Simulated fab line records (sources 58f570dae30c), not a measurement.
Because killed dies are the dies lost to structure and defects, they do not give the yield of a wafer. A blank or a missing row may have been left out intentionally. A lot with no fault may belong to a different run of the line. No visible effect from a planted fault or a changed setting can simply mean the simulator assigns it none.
Code-filled problem report in 8D (eight disciplines) form ; flow berkeley cmos170 ; the parts of the form that need people (team, actions taken, sign-off) are left out

== 1. THE ISSUE ==
Wafers without a fault read 1199.9 nm, standard deviation 1.3; cd nm at UCB170_PSD_CD_MEAS_06 reads a mean of 1183.8 nm on 6 wafers belonging to 2 lots. Measured from the usual mean, that is -12 standard deviations.
The step: target cd 1200 nm.
The first sign was on wafer L136.1 at day 8 18:09, on cd sem-02. The record holds 39 wafers of 13 lots with a number at this step. Rule for "out" (also "out of limits"): further than 4 standard deviations from the usual mean. All remaining wafers that have a number are taken as sound.

== 2. WHAT IT IS AND WHAT IT IS NOT ==
question;is;is not
which readings at this step;cd nm;-
which lots;L136, L142;L130, L131, L132, L137, L143, L146, L147, L149, L150, L151, L152
which wafers of those lots;all that have a number;-
read on which gauges;cd sem-01, cd sem-02;-
when;from day 8 18:09;"up to then (9 sound wafers); but 24 sound wafers of L137, L143, L146, L147, L149, L150, L151, L152 came after"

== 3. SUSPECTS, AND WHAT RULES EACH OUT ==
Counting: a tool at any process step up to the reading remains a suspect when it ran all the lots that are out and ran no sound lot after the first of those.
- the gauge at UCB170_PSD_CD_MEAS_06 has been ruled out. The wafers that are out were read on 2 gauges (cd sem-01, cd sem-02).
- krf scanner-02 at UCB170_PSD_EXPOSE_03 (exposes mask PSELECT MOD, target cd 1200 nm): kept. All lots that are out passed through it, beginning with L136 at day 8 17:46, and no sound lot followed; its final sound lot before that point was L131 at day 7 13:55. Out on those wafers are its own readings of exposure dose mJ cm2.
Remaining after the count: krf scanner-02 at UCB170_PSD_EXPOSE_03.

== 4. THE CAUSE (what the simulator had put in) ==
Process parameter drift: krf scanner-02, from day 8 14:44 on, at UCB170_PSD_EXPOSE_03. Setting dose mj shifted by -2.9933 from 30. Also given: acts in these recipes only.
Counting left only this tool.

== 5. SEQUENCE OF EFFECTS, ordered by route ==
Rows list readings where the struck wafers' mean (over those with a number) sits beyond 3 standard deviations from the usual. Readings are gone through only where the record gives a usual standard deviation; hours: the median, over the lots, of the time from a lot's start at the first step in this table giving one to that lot's start at this step; sigmas: the change measured in usual standard deviations.
hours;step;reading;usual;on struck wafers;change;sigmas
0;UCB170_PSD_EXPOSE_03;exposure dose mJ cm2;30.002;27.294;-2.708;-93
0;UCB170_PSD_CD_MEAS_06;cd nm;1199.9 nm;1183.8;-16.1;-12
Its process steps:
- UCB170_PSD_EXPOSE_03: exposes mask PSELECT MOD, target cd 1200 nm.

== 6. WHAT WOULD HAVE CAUGHT IT SOONER ==
The first out-of-limits reading at a measuring or inspecting step in this record came at day 8 18:09, 3 hours after the fault's start at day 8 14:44.
Tool's own readings at UCB170_PSD_EXPOSE_03, exposure dose mJ cm2: out on all struck wafers the step has rows for; an alarm limit on them would have tripped on the first.
Of the lots that are out (2), L142 began UCB170_PSD_EXPOSE_03 on krf scanner-02 after day 8 18:09. Holding the tool at that time would have saved it.
